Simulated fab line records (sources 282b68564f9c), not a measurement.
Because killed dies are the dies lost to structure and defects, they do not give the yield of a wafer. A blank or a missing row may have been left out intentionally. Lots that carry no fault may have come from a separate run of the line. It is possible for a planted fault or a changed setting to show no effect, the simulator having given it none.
Code-filled problem report in 8D (eight disciplines) form	flow ritCmos	the parts of the form that need people (team, actions taken, sign-off) are left out

== 1. THE PROBLEM ==
At RIT_PWELL_HARDBAKE_07, heaterPowerTotalW averages 53.22 W over 6 wafers from 2 lots, while fault-free wafers read 52.03 W, standard deviation 0.062. That puts it +19 standard deviations away from the usual mean.
The step: time 120 s.
First seen on wafer L913.3, day 3 19:07, on lithoTrack-02. At this step, 42 wafers from 14 lots have a number in the record. Rule for "out" (also "out of limits"): further than 4 standard deviations from the usual mean. The rest of the wafers with a number are treated as sound.

== 2. WHAT THIS IS AND IS NOT ==
question	is	is not
which readings at this step	heaterPowerTotalW, plateTempC	-
which lots	L913, L914	L904, L905, L906, L908, L909, L910, L911, L912, L916, L919, L924, L925
which wafers of those lots	all that have a number	-
read on which tools	lithoTrack-02	lithoTrack-01, lithoTrack-04
when	from day 3 19:07	up to then (24 sound wafers); but 12 sound wafers of L916, L919, L924, L925 came after

== 3. WHAT RULES OUT EACH SUSPECT ==
Counting: any tool at a process step up to the reading is kept as a suspect provided that every lot that is out went through it and no sound lot did after the first of them.
- lithoTrack-02 at RIT_PWELL_HARDBAKE_07 (time 120 s): kept. Every lot that is out went through it, starting with L913 (day 3 19:07), and after that it ran no sound lot; the last sound lot it ran before then is L912 (day 3 16:07). Its own readings are out on those wafers: heaterPowerTotalW, plateTempC.
Left after counting: lithoTrack-02 at RIT_PWELL_HARDBAKE_07.

== 4. THE CAUSE (what the simulator had put in) ==
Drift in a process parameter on lithoTrack-02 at RIT_PWELL_HARDBAKE_07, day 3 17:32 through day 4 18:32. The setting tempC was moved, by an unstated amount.
After counting, this tool was the only one left.

== 5. SEQUENCE OF EFFECTS, ordered by route ==
Rows list readings where the struck wafers' mean (over those with a number) sits beyond 3 standard deviations from the usual. Only readings whose record carries a usual standard deviation are examined. hours: median over the lots of the time between each lot's start at the first step of this table that gives one and its start at this step. sigmas: the change, counted in usual standard deviations.
hours	step	reading	usual	on struck wafers	change	sigmas
0	RIT_PWELL_HARDBAKE_07	heaterPowerTotalW	52.03 W	53.22	+1.19	+19
0	RIT_PWELL_HARDBAKE_07	plateTempC	140.02 C	142.57	+2.55	+16
The process steps in it:
- RIT_PWELL_HARDBAKE_07: time 120 s.

== 6. HOW IT WOULD HAVE BEEN CAUGHT EARLIER ==
In this record the first reading out of limits was taken at day 3 19:07, 2 hours after the fault began at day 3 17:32.
